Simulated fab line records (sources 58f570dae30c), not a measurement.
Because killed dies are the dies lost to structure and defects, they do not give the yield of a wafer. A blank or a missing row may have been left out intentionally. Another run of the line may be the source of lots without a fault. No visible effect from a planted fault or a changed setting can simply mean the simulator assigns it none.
Chamber matching | flow berkeley cmos170 | cmp-01 running UCB170_V2_CMP_02: 4 sister chambers
The step polishes SiO2. 16 wafers are shown with their chamber, then 8 later ones without.

## WAFERS WITH THEIR CHAMBER
wafer  | chamber | motor current A (A)
L195.2 | 3       | 16.2
L195.5 | 2       | 18.0
L195.6 | 3       | 15.8
L199.2 | 2       | 18.4
L199.4 | 1       | 14.4
L199.5 | 1       | 15.9
L202.1 | 2       | 17.8
L202.2 | 3       | 15.8
L202.5 | 2       | 18.0
L206.4 | 2       | 17.9
L206.5 | 0       | 14.1
L206.6 | 1       | 14.5
L208.2 | 3       | 17.4
L208.3 | 0       | 14.2
L208.5 | 3       | 16.7
L213.1 | 1       | 15.0

SIGNATURES (averages over the wafers above)
reading         | chamber 0 | chamber 1 | chamber 2 | chamber 3 | scatter within a chamber
motor current A | 14.150    | 14.950    | 18.020    | 16.380    | 0.538
Rule: for a wafer and a chamber, the distance is found by dividing, reading by reading, the gap between the wafer's reading and the chamber's mean by the reading's scatter, squaring, summing and taking the root. If the next closest chamber is less than 2 further off than the closest, the wafer can't be placed; otherwise it belongs to the closest. The scatter: the root of (the sum of the squares of (reading less its chamber's mean) over the shown wafers, divided by (wafers less chambers)).

## WAFERS WHOSE CHAMBER IS MISSING
wafer  | motor current A (A)
L213.5 | 13.4
L213.6 | 15.2
L215.1 | 14.4
L215.4 | 14.9
L215.5 | 16.1
L216.3 | 18.2
L216.5 | 16.1
L216.6 | 14.9

## WHICH CHAMBER EACH WENT THROUGH
wafer  | from the rows above          | in truth
L213.5 | can't be placed: 0 or 1      | 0
L213.6 | can't be placed: 1 or 0 or 3 | 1
L215.1 | can't be placed: 0 or 1      | 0
L215.4 | can't be placed: 1 or 0      | 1
L215.5 | can't be placed: 3 or 1      | 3
L216.3 | 2                            | 2
L216.5 | can't be placed: 3 or 1      | 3
L216.6 | can't be placed: 1 or 0      | 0
Correct placement for 1 of the 8. Not placeable from these rows: 7 (in 7, the candidates include the true chamber). Number placed wrongly: 0.
